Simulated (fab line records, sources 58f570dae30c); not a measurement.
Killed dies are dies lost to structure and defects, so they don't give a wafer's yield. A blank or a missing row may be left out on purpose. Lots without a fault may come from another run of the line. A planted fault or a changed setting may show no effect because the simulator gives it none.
fab line records | flow berkeley_cmos170
record lots=5 wafers=23
route steps=331 shown NWELL@18 PWELL@36 ACTIVE@68 SACOX@98 SCREENOX@101
start_h: hours from the record's first day to the start of the lot's first wafer shown | wait_h: hours since the lot's step before | " the same as in the row above | L1.1+2: a row that stands for several wafers | - no value, or no start given | * or withheld: withheld | < > ~ a bound
route shown NAME@n: a module of which the file shows steps, and the number in the route of the first | usual: mean/standard deviation of fault-free wafers | same: alike in all rows | chamber/n: place in a boat | sites: the reading at each site | _std_site: their standard deviation | _edge_site: outer sites' mean less inner sites' | radius_mm: how far each site lies from the wafer's centre | mask NAME#n: copy n | behind: the tool/chamber that last shaped the wafer | hold: why the lot was held/for how many hours/how that ended | device: the transistor (n, p or np) that didn't switch | end of line: the same wafers' tests at the end of the route | a step without rows: its recipe alone | killed: dies lost to structure and defects at the first sort, not the wafer's yield | map: a wafer's dies, x killed, . not, _ none there
set.NAME: the setting as run; set.NAME@STEP: as run at that earlier step | model.NAME: the simulator's own value behind a step, which no gauge read
lots whose settings were changed on purpose; a table a step, a row a wafer
## steps
# step UCB170_NWELL_CVD_04
# recipe material=Si3N4 target_thk_nm=224 temp_c=800 precursor=SiH2Cl2/NH3 time_s=3360 pressure_mtorr=200 sih2cl2_flow_sccm=25 nh3_flow_sccm=75
# columns lot.wafer tool chamber start_h wait_h set.time_s model.Si3N4_of_NWELL_CVD_04.thk_nm
L075.1 - - - 0.0 3583 241.3
L075.2 " - " " 3583 243.4
L075.3 " - " " 3583 242.5
L075.4 " - " " 3583 243.1
L075.5 " - " " 3583 241.8
L080.1 - - - 0.0 3360 227.8
L080.2 " - " " 3360 227.9
L080.4 " - " " 3360 225.9
L080.5 " - " " 3360 228.2
L080.6 " - " " 3360 228.3
L081.3 lpcvd-02 1 63.89 0.0 3360 223
L081.5 " 1 " " 3360 224.7
L081.6 " 1 " " 3360 225
L083.1 - - - 0.0 2983 199.5
L083.2 " - " " 2983 200.2
L083.3 " - " " 2983 199.1
L083.4 " - " " 2983 199
L083.6 " - " " 2983 199.6
L084.1 - - - 0.0 3687 245.6
L084.3 " - " " 3687 247.1
L084.4 " - " " 3687 246.6
L084.5 " - " " 3687 246.9
L084.6 " - " " 3687 246.7
# step UCB170_NWELL_THK_MEAS_05
# recipe reads=Si3N4_of_NWELL_CVD_04
# usual NWELL_NITRIDE_THK=225.8/1.7
# columns lot.wafer tool chamber start_h wait_h set.time_s@NWELL_CVD_04 NWELL_NITRIDE_THK[nm]
L075.1 film_metro-01 - - - 3583 241.2
L075.2 " - " " 3583 243.3
L075.3 " - " " 3583 242.7
L075.4 " - " " 3583 243.3
L075.5 " - " " 3583 241.8
L080.1 film_metro-03 - - - 3360 228.0
L080.2 " - " " 3360 227.9
L080.4 " - " " 3360 225.7
L080.5 " - " " 3360 228.3
L080.6 " - " " 3360 228.3
L081.3 film_metro-03 - 65.90 0.1 3360 223.0
L081.5 " - " " 3360 224.4
L081.6 " - " " 3360 225.0
L083.1 film_metro-03 - - - 2983 199.5
L083.2 " - " " 2983 200.2
L083.3 " - " " 2983 199.1
L083.4 " - " " 2983 199.0
L083.6 " - " " 2983 199.6
L084.1 film_metro-01 - - - 3687 245.7
L084.3 " - " " 3687 247.3
L084.4 " - " " 3687 246.6
L084.5 " - " " 3687 246.9
L084.6 " - " " 3687 247.0
# step UCB170_NWELL_HMDS_06
# recipe prime_time_s=60 prime_temp_c=100
# step UCB170_NWELL_COAT_07
# recipe resist=KrF spin_rpm=1500 resist_thk_nm=900
# step UCB170_NWELL_DEVELOP_11
# recipe developer=TMAH develop_time_s=45 resist=KrF dev_temp_c=21
# step UCB170_NWELL_ETCH_13
# recipe chemistry=CH3F/Ar/O2 target=Si3N4 stop_on=SiO2 CH3F_flow_sccm=20 Ar_flow_sccm=50 O2_flow_sccm=7 pressure_mtorr=50 rf_w=450 target_depth_a=2464 over_etch_frac=0.1 time_s=154
# usual oes_product_au=0.947/0.014
# columns lot.wafer tool chamber start_h wait_h set.time_s@NWELL_CVD_04 oes_product_au model.etch.depth_nm
L075.1 rie_diel-02 3 40.94 0.0 3583 0.962 -
L075.2 " 2 " " 3583 0.990 242.5
L075.3 " 1 " " 3583 0.989 -
L075.4 " 0 " " 3583 1.003 -
L075.5 " 2 " " 3583 0.985 -
L080.1 rie_diel-04 3 67.28 0.0 3360 0.970 227.8
L080.2 " 2 " " 3360 0.953 227.9
L080.4 " 1 " " 3360 0.933 225.9
L080.5 " 2 " " 3360 0.952 228.2
L080.6 " 3 " " 3360 0.960 228.3
L081.3 rie_diel-03 3 67.54 0.0 3360 0.927 223
L081.5 " 3 " " 3360 0.926 224.7
L081.6 " 2 " " 3360 0.948 225
L083.1 rie_diel-03 2 80.94 0.0 2983 0.872 -
L083.2 " 0 " " 2983 0.897 -
L083.3 " 3 " " 2983 0.853 -
L083.4 " 1 " " 2983 0.879 199
L083.6 " 3 " " 2983 0.870 -
L084.1 rie_diel-02 2 81.19 0.0 3687 0.992 -
L084.3 " 0 " " 3687 1.002 -
L084.4 " 0 " " 3687 1.010 -
L084.5 " 1 " " 3687 0.992 -
L084.6 " 2 " " 3687 1.001 -
# step UCB170_NWELL_IMPLANT_14
# recipe species=P dose_cm2=1e+13 energy_kev=150 tilt_deg=7
# columns lot.wafer tool chamber start_h wait_h set.energy_kev model.implant.rp_nm model.implant.drp_nm
L075.1+2+3 implanter-01 0 41.05 0.1 158.2 206.6 65.27
L075.4+5 " 0 " " 150 195.4 62.72
L080.1+5 implanter-01 0 67.38 0.1 150 188.7 62.72
L080.2+4+6 " 0 " " 142 178.2 60.09
L081.3+5+6 implanter-02 0 67.70 0.1 150 191.4 62.72
L083.1+3+6 implanter-01 0 81.05 0.1 150 187.3 62.72
L083.2+4 " 0 " " 143.8 179.2 60.69
L084.1+4+5 implanter-02 0 81.29 0.1 150 187.9 62.72
L084.3+6 " 0 " " 142.8 178.5 60.35
# step UCB170_PWELL_OXIDATION_02
# recipe temp_c=1000 ambient=O2 target_thk_a=264 ox_time_s=1260
# columns lot.wafer tool chamber start_h wait_h set.temp_c model.SiO2_of_PWELL_OXIDATION_02.thk_nm
L075.1 - - - 2.2 1015 30.48
L075.2 " - " " 1015 30.24
L075.3 " - " " 1015 29.86
L075.4 " - " " 1015 30.54
L075.5 " - " " 1015 30.33
L080.1 - - - 4.4 1000 25.34
L080.2 " - " " 1000 25.61
L080.4 " - " " 1000 25.41
L080.5 " - " " 1000 25.64
L080.6 " - " " 1000 25.88
L081.3+5 furnace-02 0 78.86 4.4 1000 25.8
L081.6 " 0 " " 1000 26.52
L083.1 - - - 0.1 1024 33.13
L083.2 " - " " 1024 32.82
L083.3 " - " " 1024 32.46
L083.4 " - " " 1024 32.39
L083.6 " - " " 1024 32.88
L084.1+4 - - - 0.3 1009 29.1
L084.3+6 " - " " 1009 29.06
L084.5 " - " " 1009 29.05
# step UCB170_PWELL_THK_MEAS_03
# recipe reads=SiO2_of_PWELL_OXIDATION_02
# usual PWELL_OXIDE_THK=26.3/0.55
# columns lot.wafer tool chamber start_h wait_h set.temp_c@PWELL_OXIDATION_02 PWELL_OXIDE_THK[nm]
L075.1 film_metro-04 - - - 1015 30.5
L075.2 " - " " 1015 30.3
L075.3 " - " " 1015 29.8
L075.4 " - " " 1015 30.5
L075.5 " - " " 1015 30.3
L080.1 film_metro-01 - - - 1000 25.4
L080.2 " - " " 1000 25.6
L080.4 " - " " 1000 25.4
L080.5 " - " " 1000 25.7
L080.6 " - " " 1000 25.8
L081.3 film_metro-03 - 80.23 0.0 1000 25.8
L081.5 " - " " 1000 25.8
L081.6 " - " " 1000 26.5
L083.1 film_metro-01 - - - 1024 33.1
L083.2 " - " " 1024 32.8
L083.3 " - " " 1024 32.4
L083.4 " - " " 1024 32.4
L083.6 " - " " 1024 32.9
L084.1 film_metro-03 - - - 1009 29.1
L084.3 " - " " 1009 29.0
L084.4 " - " " 1009 29.1
L084.5 " - " " 1009 29.1
L084.6 " - " " 1009 29.0
# step UCB170_PWELL_PEB_11
# recipe peb_temp_c=130 peb_time_s=withheld resist=KrF
# columns lot.wafer tool chamber start_h wait_h set.peb_temp_c
L075.1+2+3+4+5 litho_track-02 0 60.35 0.1 130
L080.1+2+4+5+6 litho_track-03 0 90.88 0.1 130
L081.3+5+6 litho_track-01 0 91.17 0.1 130
L083.1+3 litho_track-03 0 98.32 0.1 130
L083.2+4+6 " 0 " " 132
L084.1+3+4 litho_track-01 0 98.56 0.1 130
L084.5+6 " 0 " " 133.8
# step UCB170_PWELL_DEVELOP_12
# recipe developer=TMAH develop_time_s=45 resist=KrF dev_temp_c=21
# step UCB170_PWELL_ETCH_14
# recipe chemistry=CH3F/Ar/O2 target=Si3N4 stop_on=SiO2 CH3F_flow_sccm=20 Ar_flow_sccm=50 O2_flow_sccm=7 pressure_mtorr=50 rf_w=450 target_depth_a=2420 over_etch_frac=0.1 time_s=151
# columns lot.wafer tool chamber start_h wait_h set.peb_temp_c@PWELL_PEB_11 model.PWELL.cd_nm
L075.1+3 rie_diel-04 2,3 60.66 0.0 130 3003
L075.2 " 3 " " 130 3002
L075.4+5 " 2 " " 130 3001
L080.1+5+6 rie_diel-04 0,1,2 91.19 0.0 130 2998
L080.2+4 " 2,1 " " 130 2997
L081.3+5 rie_diel-03 0,3 91.43 0.0 130 3001
L081.6 " 2 " " 130 2999
L083.1 rie_diel-01 3 98.63 0.0 130 2996
L083.2+4+6 " 2,1,3 " " 132 3010
L083.3 " 1 " " 130 2998
L084.1 rie_diel-03 0 98.87 0.0 130 2999
L084.3 " 1 " " 130 3000
L084.4 " 2 " " 130 2998
L084.5+6 " 2,1 " " 133.8 3021
# step UCB170_ACTIVE_COAT_08
# recipe resist=KrF spin_rpm=1500 resist_thk_nm=900
# columns lot.wafer tool chamber start_h wait_h set.resist_thk_nm model.KrF_of_ACTIVE_COAT_08.thk_nm
L075.1 litho_track-04 0 95.33 0.1 900 899.6
L075.2 " 0 " " 900 900.8
L075.3 " 0 " " 869.1 874
L075.4 " 0 " " 869.1 869.9
L075.5 " 0 " " 900 899.8
L080.1 litho_track-02 0 131.79 0.1 929.8 929.7
L080.2 " 0 " " 900 898.5
L080.4 " 0 " " 929.8 928.1
L080.5 " 0 " " 900 897.1
L080.6 " 0 " " 929.8 926.4
L081.3 litho_track-03 0 131.84 0.1 900 900.6
L081.5 " 0 " " 900 901.6
L081.6 " 0 " " 900 899.7
L084.1 litho_track-03 0 141.33 0.1 900 900.3
L084.3 " 0 " " 953.2 953.7
L084.4 " 0 " " 953.2 953.2
L084.5 " 0 " " 953.2 953
L084.6 " 0 " " 900 901.7
L083.1 litho_track-02 0 141.53 0.1 900 900
L083.2 " 0 " " 900 901.1
L083.3 " 0 " " 900 898.5
L083.4 " 0 " " 920.3 921.7
L083.6 " 0 " " 920.3 918.3
# step UCB170_ACTIVE_EXPOSE_10
# recipe mask_id=ACTIVE target_cd_nm=1200 na=0.5 sigma_outer=0.6 source_shape=conventional dose_mj=20
# columns lot.wafer tool chamber start_h wait_h mask set.dose_mj
L075.1+5 krf_scanner-01 0 96.00 0.5 ACTIVE#0 19.42
L075.2+3+4 " 0 " " ACTIVE#0 20
L081.3+5+6 krf_scanner-02 0 132.13 0.1 ACTIVE#0 20
L080.1+5+6 krf_scanner-01 0 132.33 0.4 ACTIVE#0 21.28
L080.2+4 " 0 " " ACTIVE#0 20
L084.1+4 krf_scanner-01 0 141.96 0.4 ACTIVE#0 20
L084.3+5+6 " 0 " " ACTIVE#0 18.65
L083.1+6 krf_scanner-01 0 142.07 0.4 ACTIVE#0 20.68
L083.2+3+4 " 0 " " ACTIVE#0 20
# step UCB170_ACTIVE_PEB_11
# recipe peb_temp_c=130 peb_time_s=withheld resist=KrF
# step UCB170_ACTIVE_DEVELOP_12
# recipe developer=TMAH develop_time_s=45 resist=KrF dev_temp_c=21
# step UCB170_ACTIVE_CD_MEAS_13
# recipe target_cd_nm=1200
# usual cd_nm=1199.7/1.2
# columns lot.wafer tool chamber start_h wait_h set.dose_mj@ACTIVE_EXPOSE_10 cd_nm
L075.1 cd_sem-02 - 96.39 - 19.42 1205.5
L075.2 " - " " 20 1198.6
L075.3 " - " " 20 1199.4
L075.4 " - " " 20 1197.9
L075.5 " - " " 19.42 1206.5
L081.3 cd_sem-02 - 132.52 - 20 1200.2
L081.5 " - " " 20 1199.4
L081.6 " - " " 20 1199.8
L080.1 cd_sem-01 - 132.72 - 21.28 1188.1
L080.2 " - " " 20 1197.6
L080.4 " - " " 20 1199.8
L080.5 " - " " 21.28 1185.7
L080.6 " - " " 21.28 1187.1
L084.1 cd_sem-02 - 142.38 - 20 1198.9
L084.3 " - " " 18.65 1214.1
L084.4 " - " " 20 1202.5
L084.5 " - " " 18.65 1214.9
L084.6 " - " " 18.65 1211.9
L083.1 cd_sem-02 - 142.50 - 20.68 1195.6
L083.2 " - " " 20 1200.8
L083.3 " - " " 20 1201.6
L083.4 " - " " 20 1201.9
L083.6 " - " " 20.68 1196.0
# step UCB170_ACTIVE_ETCH_15
# recipe chemistry=CH3F/Ar/O2 target=Si3N4 stop_on=SiO2 CH3F_flow_sccm=20 Ar_flow_sccm=50 O2_flow_sccm=7 pressure_mtorr=50 rf_w=450 target_depth_a=2420 over_etch_frac=0.1 time_s=151
# columns lot.wafer tool chamber start_h wait_h set.dose_mj@ACTIVE_EXPOSE_10 model.ACTIVE.cd_nm
L075.1 rie_diel-01 1 96.55 0.0 19.42 1205
L075.2 " 3 " " 20 1199
L075.3 " 2 " " 20 1200
L075.4 " 3 " " 20 -
L075.5 " 2 " " 19.42 1206
L081.3+6 rie_diel-02 2,0 132.64 0.0 20 1200
L081.5 " 1 " " 20 1199
L080.1 rie_diel-03 1 132.88 0.0 21.28 1188
L080.2 " 2 " " 20 1198
L080.4 " 3 " " 20 1200
L080.5 " 3 " " 21.28 1186
L080.6 " 2 " " 21.28 1187
L084.1 rie_diel-03 3 142.54 0.0 20 1199
L084.3 " 1 " " 18.65 1214
L084.4 " 0 " " 20 1202
L084.5 " 0 " " 18.65 1215
L084.6 " 1 " " 18.65 1212
L083.1 rie_diel-01 1 142.66 0.0 20.68 1195
L083.2 " 2 " " 20 1201
L083.3+4 " 3,2 " " 20 1202
L083.6 " 3 " " 20.68 1196
# step UCB170_ACTIVE_STRIP_16
# recipe chemistry=O2 power_w=400 pressure_mtorr=3500 platen_temp_c=withheld o2_flow_sccm=400 overash_fraction=0.5
# usual strip_time_to_endpoint_s=18.07/0.066
# columns lot.wafer tool chamber start_h wait_h set.resist_thk_nm@ACTIVE_COAT_08 strip_time_to_endpoint_s
L075.1 plasma_asher-04 0 96.65 0.1 900 18.08
L075.2 " 1 " " 900 18.11
L075.3 " 1 " " 869.1 17.44
L075.4 " 0 " " 869.1 17.37
L075.5 " 1 " " 900 18.03
L081.3 plasma_asher-04 0 132.77 0.1 900 18.14
L081.5 " 1 " " 900 18.18
L081.6 " 0 " " 900 18.09
L080.1 plasma_asher-03 1 132.98 0.1 929.8 18.76
L080.2 " 0 " " 900 18.04
L080.4 " 0 " " 929.8 18.70
L080.5 " 1 " " 900 17.94
L080.6 " 0 " " 929.8 18.70
L084.1 plasma_asher-01 0 142.64 0.1 900 18.06
L084.3 " 1 " " 953.2 19.33
L084.4 " 0 " " 953.2 19.32
L084.5 " 1 " " 953.2 19.37
L084.6 " 0 " " 900 18.08
L083.1 plasma_asher-03 1 142.76 0.1 900 18.06
L083.2 " 0 " " 900 18.07
L083.3 " 1 " " 900 18.02
L083.4 " 0 " " 920.3 18.56
L083.6 " 1 " " 920.3 18.43
# step UCB170_ACTIVE_CD_MEAS_90
# recipe target_cd_nm=1200
# usual cd_nm=1199.7/1.2
# columns lot.wafer tool chamber start_h wait_h set.dose_mj@ACTIVE_EXPOSE_10 cd_nm
L075.1 cd_sem-02 - 96.75 0.1 19.42 1205.2
L075.2 " - " " 20 1199.3
L075.3 " - " " 20 1199.8
L075.4 " - " " 20 1197.9
L075.5 " - " " 19.42 1207.0
L081.3 cd_sem-02 - 132.88 0.1 20 1200.4
L081.5 " - " " 20 1199.5
L081.6 " - " " 20 1199.5
L080.1 cd_sem-02 - 133.08 0.1 21.28 1187.8
L080.2 " - " " 20 1197.9
L080.4 " - " " 20 1199.9
L080.5 " - " " 21.28 1186.0
L080.6 " - " " 21.28 1187.1
L084.1 cd_sem-02 - 142.74 0.1 20 1198.7
L084.3 " - " " 18.65 1214.5
L084.4 " - " " 20 1202.5
L084.5 " - " " 18.65 1214.5
L084.6 " - " " 18.65 1211.8
L083.1 cd_sem-01 - 142.86 0.1 20.68 1195.1
L083.2 " - " " 20 1200.7
L083.3 " - " " 20 1201.3
L083.4 " - " " 20 1201.9
L083.6 " - " " 20.68 1195.6
# step UCB170_SACOX_OXIDATION_01
# recipe temp_c=900 ambient=O2 target_thk_a=144 ox_time_s=2400
# columns lot.wafer tool chamber start_h wait_h set.temp_c model.SiO2_of_SACOX_OXIDATION_01.thk_nm
L075.1 - - - 4.7 876.6 10.83
L075.2 " - " " 876.6 11.02
L075.3 " - " " 876.6 10.94
L075.4 " - " " 876.6 11.01
L075.5 " - " " 876.6 10.95
L080.1 - - - 4.2 908.6 16.31
L080.2 " - " " 908.6 16.34
L080.4 " - " " 908.6 16.51
L080.5 " - " " 908.6 16.26
L080.6 " - " " 908.6 16.29
L081.3 furnace-02 0 163.51 4.2 900 14.33
L081.5 " 0 " " 900 14.26
L081.6 " 0 " " 900 14.48
L083.1 - - - 3.8 920.2 17.65
L083.2 " - " " 920.2 17.85
L083.3+4 " - " " 920.2 17.73
L083.6 " - " " 920.2 17.86
L084.1 - - - 4.2 916.9 17.03
L084.3 " - " " 916.9 17.23
L084.4 " - " " 916.9 17.17
L084.5 " - " " 916.9 17.1
L084.6 " - " " 916.9 17.08
# step UCB170_SACOX_THK_MEAS_02
# recipe reads=SiO2_of_SACOX_OXIDATION_01
# usual SACOX_OXIDE_THK=14.4/0.31
# columns lot.wafer tool chamber start_h wait_h set.temp_c@SACOX_OXIDATION_01 SACOX_OXIDE_THK[nm]
L075.1 film_metro-04 - - - 876.6 10.8
L075.2 " - " " 876.6 11.0
L075.3 " - " " 876.6 11.0
L075.4 " - " " 876.6 11.0
L075.5 " - " " 876.6 11.0
L080.1 film_metro-04 - - - 908.6 16.3
L080.2 " - " " 908.6 16.3
L080.4 " - " " 908.6 16.5
L080.5 " - " " 908.6 16.3
L080.6 " - " " 908.6 16.3
L081.3 film_metro-03 - 165.20 0.0 900 14.3
L081.5 " - " " 900 14.3
L081.6 " - " " 900 14.5
L083.1 film_metro-03 - - - 920.2 17.7
L083.2 " - " " 920.2 17.9
L083.3 " - " " 920.2 17.7
L083.4 " - " " 920.2 17.7
L083.6 " - " " 920.2 17.8
L084.1 film_metro-02 - - - 916.9 17.0
L084.3 " - " " 916.9 17.2
L084.4 " - " " 916.9 17.2
L084.5 " - " " 916.9 17.1
L084.6 " - " " 916.9 17.1
# step UCB170_SCREENOX_OXIDATION_01
# recipe temp_c=900 ambient=O2 target_thk_a=144 ox_time_s=2400
# columns lot.wafer tool chamber start_h wait_h set.temp_c model.SiO2_of_SCREENOX_OXIDATION_01.thk_nm
L075.1 - - - 6.5 909.3 16.25
L075.2 " - " " 909.3 16.09
L075.3 " - " " 909.3 16.04
L075.4 " - " " 909.3 16.29
L075.5 " - " " 909.3 16.3
L080.1 - - - 6.6 918.2 17.37
L080.2 " - " " 918.2 17.66
L080.4 " - " " 918.2 17.42
L080.5 " - " " 918.2 17.67
L080.6 " - " " 918.2 17.57
L081.3 furnace-02 0 171.88 6.6 900 15.44
L081.5 " 0 " " 900 15.22
L081.6 " 0 " " 900 15.48
L083.1 - - - 6.5 879.8 11.92
L083.2 " - " " 879.8 11.71
L083.3 " - " " 879.8 11.99
L083.4 " - " " 879.8 12.11
L083.6 " - " " 879.8 11.93
L084.1 - - - 6.5 875.3 11.31
L084.3 " - " " 875.3 11.42
L084.4+6 " - " " 875.3 11.45
L084.5 " - " " 875.3 11.43
# step UCB170_SCREENOX_THK_MEAS_02
# recipe reads=SiO2_of_SCREENOX_OXIDATION_01
# usual SCREENOX_OXIDE_THK=14.5/0.41
# columns lot.wafer tool chamber start_h wait_h set.temp_c@SCREENOX_OXIDATION_01 SCREENOX_OXIDE_THK[nm]
L075.1 film_metro-02 - - - 909.3 16.3
L075.2 " - " " 909.3 16.1
L075.3 " - " " 909.3 16.0
L075.4 " - " " 909.3 16.3
L075.5 " - " " 909.3 16.3
L080.1 film_metro-01 - - - 918.2 17.4
L080.2 " - " " 918.2 17.7
L080.4 " - " " 918.2 17.4
L080.5 " - " " 918.2 17.6
L080.6 " - " " 918.2 17.6
L084.1 film_metro-01 - - - 875.3 11.3
L084.3 " - " " 875.3 11.4
L084.4 " - " " 875.3 11.4
L084.5 " - " " 875.3 11.4
L084.6 " - " " 875.3 11.5
L081.3 film_metro-04 - 173.62 0.1 900 15.4
L081.5 " - " " 900 15.2
L081.6 " - " " 900 15.5
L083.1 film_metro-04 - - - 879.8 11.9
L083.2 " - " " 879.8 11.7
L083.3 " - " " 879.8 12.0
L083.4 " - " " 879.8 12.1
L083.6 " - " " 879.8 11.9
## key
split step=UCB170_NWELL_CVD_04 setting=time_s stated=3360 by=lot
response step=UCB170_NWELL_CVD_04 reading=model.Si3N4_of_NWELL_CVD_04.thk_nm change=+2.3 per=1% r=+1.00
response step=UCB170_NWELL_THK_MEAS_05 reading=NWELL_NITRIDE_THK change=+2.3 per=1% r=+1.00
response step=UCB170_NWELL_ETCH_13 reading=oes_product_au change=+0.00605 per=1% r=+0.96
response step=UCB170_NWELL_ETCH_13 reading=model.etch.depth_nm change=+2.44 per=1% r=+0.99
split step=UCB170_NWELL_IMPLANT_14 setting=energy_kev stated=150 by=wafer
response step=UCB170_NWELL_IMPLANT_14 reading=model.implant.rp_nm change=+1.98 per=1% r=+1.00
response step=UCB170_NWELL_IMPLANT_14 reading=model.implant.drp_nm change=+0.485 per=1% r=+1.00
split step=UCB170_PWELL_OXIDATION_02 setting=temp_c stated=1000 by=lot
response step=UCB170_PWELL_OXIDATION_02 reading=model.SiO2_of_PWELL_OXIDATION_02.thk_nm change=+2.9 per=1% r=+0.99
response step=UCB170_PWELL_THK_MEAS_03 reading=PWELL_OXIDE_THK change=+2.9 per=1% r=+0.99
split step=UCB170_PWELL_PEB_11 setting=peb_temp_c stated=130 by=wafer
response step=UCB170_PWELL_ETCH_14 reading=model.PWELL.cd_nm change=+7.81 per=1% r=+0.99
split step=UCB170_ACTIVE_COAT_08 setting=resist_thk_nm stated=900 by=wafer
response step=UCB170_ACTIVE_COAT_08 reading=model.KrF_of_ACTIVE_COAT_08.thk_nm change=+8.78 per=1% r=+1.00
response step=UCB170_ACTIVE_STRIP_16 reading=strip_time_to_endpoint_s change=* per=1% r=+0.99
split step=UCB170_ACTIVE_EXPOSE_10 setting=dose_mj stated=20 by=wafer
response step=UCB170_ACTIVE_CD_MEAS_13 reading=cd_nm change=-1.91 per=1% r=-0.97
response step=UCB170_ACTIVE_ETCH_15 reading=model.ACTIVE.cd_nm change=-1.92 per=1% r=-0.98
response step=UCB170_ACTIVE_CD_MEAS_90 reading=cd_nm change=-1.93 per=1% r=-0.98
split step=UCB170_SACOX_OXIDATION_01 setting=temp_c stated=900 by=lot
response step=UCB170_SACOX_OXIDATION_01 reading=model.SiO2_of_SACOX_OXIDATION_01.thk_nm change=+1.41 per=1% r=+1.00
response step=UCB170_SACOX_THK_MEAS_02 reading=SACOX_OXIDE_THK change=+1.41 per=1% r=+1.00
split step=UCB170_SCREENOX_OXIDATION_01 setting=temp_c stated=900 by=lot
response step=UCB170_SCREENOX_OXIDATION_01 reading=model.SiO2_of_SCREENOX_OXIDATION_01.thk_nm change=+1.3 per=1% r=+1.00
response step=UCB170_SCREENOX_THK_MEAS_02 reading=SCREENOX_OXIDE_THK change=+1.3 per=1% r=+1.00
